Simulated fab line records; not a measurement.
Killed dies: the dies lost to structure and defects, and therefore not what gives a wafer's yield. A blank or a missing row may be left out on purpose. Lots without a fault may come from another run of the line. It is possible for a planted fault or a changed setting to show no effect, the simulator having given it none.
Which tool was responsible? | flow berkeleyCmos170 | Sampling: 7 lots, 21 wafers, 4 of 331 route steps

WHAT EACH GAUGE READ, for each wafer
UCB170_V1_CD_MEAS_90: target cd 700 nm.
lot  | measured     | on       | cdNm (nm)
L425 | day 7 12:15  | cdSem-01 | 702.6 701.6 701.0
L429 | day 8 05:49  | cdSem-01 | 699.6 700.8 701.1
L432 | day 9 01:31  | cdSem-02 | 699.6 700.7 700.2
L433 | day 9 09:20  | cdSem-02 | 698.7 700.3 701.2
L436 | day 10 00:39 | cdSem-02 | 700.8 701.2 701.1
L444 | day 11 04:01 | cdSem-02 | 714.6 713.1 712.7
L445 | day 12 07:10 | cdSem-01 | 711.9 713.0 711.7

WHICH TOOL RAN EACH LOT (tool, then ch and the chambers of the sampled wafers, then the start)
lot  | UCB170_V1_CMP_02              | UCB170_V1_ETCH_14                 | UCB170_V1_STRIP_15
L425 | cmp-01 ch 0,3, day 7 09:56    | rieDiel-01 ch 0,1,2, day 7 11:57  | plasmaAsher-04 ch 0,1, day 7 12:08
L429 | cmp-02 ch 0,2,3, day 8 03:08  | rieDiel-01 ch 0,1,3, day 8 05:33  | plasmaAsher-01 ch 0,1, day 8 05:43
L432 | cmp-01 ch 1,3, day 8 23:34    | rieDiel-01 ch 2,3, day 9 01:13    | plasmaAsher-04 ch 0,1, day 9 01:23
L433 | cmp-02 ch 1,2, day 9 06:37    | rieDiel-03 ch 1,2, day 9 09:02    | plasmaAsher-04 ch 1, day 9 09:13
L436 | cmp-02 ch 1,2,3, day 9 22:08  | rieDiel-04 ch 1,2,3, day 10 00:22 | plasmaAsher-01 ch 0,1, day 10 00:33
L444 | cmp-02 ch 0,2, day 11 01:19   | rieDiel-01 ch 1,2, day 11 03:44   | plasmaAsher-04 ch 0,1, day 11 03:55
L445 | cmp-01 ch 0,1,2, day 12 04:14 | rieDiel-01 ch 1,3, day 12 06:50   | plasmaAsher-04 ch 0,1, day 12 07:01
- UCB170_V1_CMP_02: polishes SiO2.
- UCB170_V1_ETCH_14: etches SiO2 in CHF3/CF4/Ar, stops on Al, target depth 1250 nm, time 291 s.
- UCB170_V1_STRIP_15: strips in O2.

THE ANSWER, worked out from the rows above alone
Rule: the lots themselves supply what counts as usual. The widest of any qualifying gaps counts: lots, ordered by their means at a reading, are off when they make up no more than a third of the lots, leave a main group of 4 or more, and stand apart from it by 3 or more times the standard deviation of that group's means. The tables above print the reading to a certain number of digits; a main group whose means all agree to those digits is not used. A lot without any number at a reading at which 4 lots or more have one is off too. Any other lot the step has rows for is counted as sound.
Off: L444, L445 (UCB170_V1_CD_MEAS_90, cdNm). Mean 700.7 nm and standard deviation 0.62 in the main group.
A tool fits if, at a process step before that reading, it ran every lot that is off, and no sound lot after the first of them. The gauges at UCB170_V1_CD_MEAS_90 are tried like those tools. Can't be told from this: 2 tools fit, rieDiel-01 at UCB170_V1_ETCH_14, plasmaAsher-04 at UCB170_V1_STRIP_15.

WHAT WAS PUT IN BY THE SIMULATOR
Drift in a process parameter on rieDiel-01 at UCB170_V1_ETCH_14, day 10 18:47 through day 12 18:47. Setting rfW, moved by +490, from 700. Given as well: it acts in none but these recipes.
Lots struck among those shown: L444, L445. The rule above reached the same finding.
